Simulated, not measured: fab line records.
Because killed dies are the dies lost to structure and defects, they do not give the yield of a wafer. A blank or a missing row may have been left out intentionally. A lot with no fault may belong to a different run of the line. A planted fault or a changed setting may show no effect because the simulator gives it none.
The tool behind it: which one? -- flow berkeleyCmos170 -- 7 lots, 21 wafers sampled, at 1 step of a route of 331

== WHAT EACH GAUGE READ, for each wafer ==
UCB170_V2_THK_MEAS_01.
lot,measured,on,V2_TEOS_THK (nm)
L388,day 8 21:13,filmMetro-03,1976 1975 2015
L392,day 10 01:34,filmMetro-03,2000 2018 2019
L393,day 10 02:17,filmMetro-02,2016 1989 2003
L391,day 10 02:41,filmMetro-04,1974 2032 2015
L399,day 10 13:37,filmMetro-03,1992 2037 1991
L404,day 11 11:55,filmMetro-03,1962 1968 1986
L409,day 12 16:56,filmMetro-04,1938 1989 1985

== TOOL THAT RAN EACH LOT (tool first, then ch and the chambers of the sampled wafers, then the start) ==
The record holds no process step before these readings.

== THE ANSWER, worked out from the rows above alone ==
Rule: usual is defined by the lots themselves. Put in order of their means at a reading, lots are off if they are a third of the lots or fewer, leave a main group of 4 or more, and stand apart from it by a gap of 3 or more times the standard deviation of the main group's means; of several such gaps the widest counts. If all means in a main group match to the digits the tables above print for the reading, that group is not used. Also off: a lot with no number at a reading for which 4 or more lots have one. Any other lot the step has rows for is counted as sound.
Nothing can be told from this: no lot is off at any reading shown.

== WHAT THE SIMULATOR PUT IN ==
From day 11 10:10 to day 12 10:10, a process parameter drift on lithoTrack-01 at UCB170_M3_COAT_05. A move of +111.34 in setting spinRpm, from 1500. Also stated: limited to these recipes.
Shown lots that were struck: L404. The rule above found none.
